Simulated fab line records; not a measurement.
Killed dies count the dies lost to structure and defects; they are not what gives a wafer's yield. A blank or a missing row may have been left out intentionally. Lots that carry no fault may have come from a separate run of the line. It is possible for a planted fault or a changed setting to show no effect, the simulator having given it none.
Which tool was responsible? | flow berkeleyCmos170 | Sampling: 15 lots, 45 wafers, 4 of 331 route steps

== WHAT THE GAUGES READ, wafer by wafer ==
UCB170_START_THK_MEAS_03. Usual: START_OXIDE_THK gives 20.1 nm (standard deviation 0.38).
lot  | measured    | on           | START_OXIDE_THK (nm) | flag
L403 | day 1 12:47 | filmMetro-04 | 20.6 20.4 20.3       | 
L404 | day 1 18:37 | filmMetro-04 | 20.0 19.8 20.2       | 
L406 | day 2 04:36 | filmMetro-01 | 19.9 19.8 19.6       | 
L409 | day 2 18:20 | filmMetro-01 | 19.9 20.0 19.6       | 
L410 | day 3 05:17 | filmMetro-02 | 20.0 19.7 19.8       | 
L411 | day 3 05:17 | filmMetro-01 | 19.7 19.7 19.6       | 
L412 | day 3 09:06 | filmMetro-02 | 20.4 20.2 20.3       | 
L414 | day 3 21:36 | filmMetro-02 | 19.9 19.9 19.9       | 
L417 | day 4 12:08 | filmMetro-01 | 19.7 19.7 20.0       | 
L418 | day 4 15:18 | filmMetro-02 | 20.3 20.2 20.5       | 
L420 | day 5 03:01 | filmMetro-04 | 20.4 20.1 20.4       | 
L421 | day 5 09:04 | filmMetro-01 | 20.2 20.1 19.7       | 
L422 | day 5 12:37 | filmMetro-01 | 19.6 19.5 19.5       | 
L424 | day 6 00:05 | filmMetro-04 | 19.8 20.0 20.0       | 
L425 | day 6 04:26 | filmMetro-01 | 19.9 20.2 20.3       | 

UCB170_NWELL_OVL_MEAS_12. Usual: NWELL_OVL gives 6 nm (standard deviation 4.8).
lot  | measured    | on         | NWELL_OVL (nm) | flag
L403 | day 2 04:59 | overlay-01 | 7 7 10         | 
L404 | day 2 08:58 | overlay-01 | 1 3 -4         | 
L406 | day 2 17:29 | overlay-02 | 9 13 8         | 
L409 | day 3 11:41 | overlay-02 | 14 9 6         | 
L410 | day 3 20:14 | overlay-02 | 7 8 4          | 
L411 | day 3 20:22 | overlay-01 | 5 10 16        | 
L412 | day 4 04:44 | overlay-02 | 12 13 9        | 
L414 | day 4 17:24 | overlay-01 | 5 5 6          | 
L417 | day 5 01:05 | overlay-02 | 4 14 3         | 
L418 | day 5 04:26 | overlay-02 | 6 -4 1         | 
L420 | day 5 19:50 | overlay-01 | 6 9 8          | 
L421 | day 6 03:26 | overlay-02 | 11 12 12       | 
L422 | day 6 05:55 | overlay-01 | 9 4 2          | 
L424 | day 6 17:39 | overlay-01 | 0 0 4          | 
L425 | day 6 23:48 | overlay-01 | 5 3 10         | 

UCB170_NSD_CD_MEAS_06 targets a cd of 1200 nm. Usual: cdNm at 1199.8 nm, with a standard deviation of 1.2.
lot  | measured     | on       | cdNm (nm)            | flag
L403 | day 5 20:25  | cdSem-01 | 1201.0 1199.2 1199.6 | 
L404 | day 6 21:11  | cdSem-01 | 1199.2 1198.7 1197.3 | 
L406 | day 7 06:17  | cdSem-01 | 1199.4 1198.5 1198.3 | 
L409 | day 7 22:58  | cdSem-01 | 1202.2 1201.7 1203.1 | 
L410 | day 8 09:58  | cdSem-02 | - - -                | OFF
L411 | day 8 09:49  | cdSem-01 | - - -                | OFF
L412 | day 8 13:47  | cdSem-01 | - - -                | OFF
L414 | day 9 09:52  | cdSem-01 | 1199.1 1199.9 1199.3 | 
L417 | day 9 10:09  | cdSem-02 | 1200.2 1199.5 1200.0 | 
L418 | day 9 15:43  | cdSem-01 | 1201.9 1201.8 1201.3 | 
L420 | day 10 10:22 | cdSem-01 | 1200.2 1201.4 1199.9 | 
L421 | day 10 19:45 | cdSem-02 | 1199.7 1199.3 1199.1 | 
L422 | day 10 20:39 | cdSem-02 | 1201.4 1201.2 1199.9 | 
L424 | day 11 10:47 | cdSem-02 | 1201.8 1200.0 1200.7 | 
L425 | day 11 11:08 | cdSem-02 | 1199.8 1199.3 1200.5 | 

== EACH LOT AND THE TOOL THAT RAN IT (in order: tool; ch and the chambers of the sampled wafers; start) ==
lot  | UCB170_NSD_EXPOSE_03
L403 | krfScanner-02 ch 0, day 5 19:53
L404 | krfScanner-01 ch 0, day 6 20:46
L406 | krfScanner-02 ch 0, day 7 05:54
L409 | krfScanner-02 ch 0, day 7 22:10
L410 | krfScanner-02, day 8 09:34
L411 | krfScanner-02, day 8 09:25
L412 | krfScanner-01, day 8 13:23
L414 | krfScanner-01 ch 0, day 9 09:29
L417 | krfScanner-02 ch 0, day 9 09:43
L418 | krfScanner-02 ch 0, day 9 15:20
L420 | krfScanner-01 ch 0, day 10 09:59
L421 | krfScanner-01 ch 0, day 10 19:02
L422 | krfScanner-01 ch 0, day 10 19:41
L424 | krfScanner-02 ch 0, day 11 10:10
L425 | krfScanner-02 ch 0, day 11 10:32
- UCB170_NSD_EXPOSE_03: exposes mask NSELECT MOD, target cd 1200 nm.

== AS READ BY THE TOOLS THEMSELVES (means over the sampled wafers that have a number; for cases with no such wafer, the mark the record gives instead) ==
UCB170_NSD_EXPOSE_03. Usual: exposureDoseMJCm2 30.00, standard deviation 0.033; focusOffsetNm 0.1 nm, standard deviation 0.53.
lot  | tool          | exposureDoseMJCm2 | focusOffsetNm (nm) | flag
L403 | krfScanner-02 | 29.97             | -0.2               | 
L404 | krfScanner-01 | 29.99             | 0.1                | 
L406 | krfScanner-02 | 30.00             | -0.1               | 
L409 | krfScanner-02 | 30.01             | -0.0               | 
L410 | krfScanner-02 | -                 | -                  | OFF
L411 | krfScanner-02 | -                 | -                  | OFF
L412 | krfScanner-01 | -                 | -                  | OFF
L414 | krfScanner-01 | 30.00             | -0.5               | 
L417 | krfScanner-02 | 29.94             | -0.1               | 
L418 | krfScanner-02 | 29.99             | -0.5               | 
L420 | krfScanner-01 | 30.01             | -0.6               | 
L421 | krfScanner-01 | 29.98             | 0.3                | 
L422 | krfScanner-01 | 29.98             | 0.3                | 
L424 | krfScanner-02 | 30.02             | -0.0               | 
L425 | krfScanner-02 | 29.93             | 0.4                | 

== THE ANSWER, worked out from the rows above alone ==
Rule: a lot counts as off when the mean over its wafers that have a number is more than 3 standard deviations away from the usual mean. Also off: a lot with no number at a reading for which 4 or more lots have one. All remaining lots with rows at the step are treated as sound. Order of review: gauges by route order, followed by the tools' own readings, for which a lot's mean as printed above is used. At the first step where some lot is off, the reading lying furthest off is the one used; lots without a number count as furthest.
Off: L410, L411, L412, at UCB170_NSD_CD_MEAS_06 (cdNm). Without a number there: L410, L411, L412.
If a tool, at a process step before that reading, ran all the lots that are off and no sound lot after the first of them, it fits. The gauges at UCB170_NSD_CD_MEAS_06 aren't tried: what is off there is off at UCB170_NSD_EXPOSE_03 too, on other tools, and a gauge's error can't cause that. No candidate that was tried fits.

== WHAT THE SIMULATOR PUT IN ==
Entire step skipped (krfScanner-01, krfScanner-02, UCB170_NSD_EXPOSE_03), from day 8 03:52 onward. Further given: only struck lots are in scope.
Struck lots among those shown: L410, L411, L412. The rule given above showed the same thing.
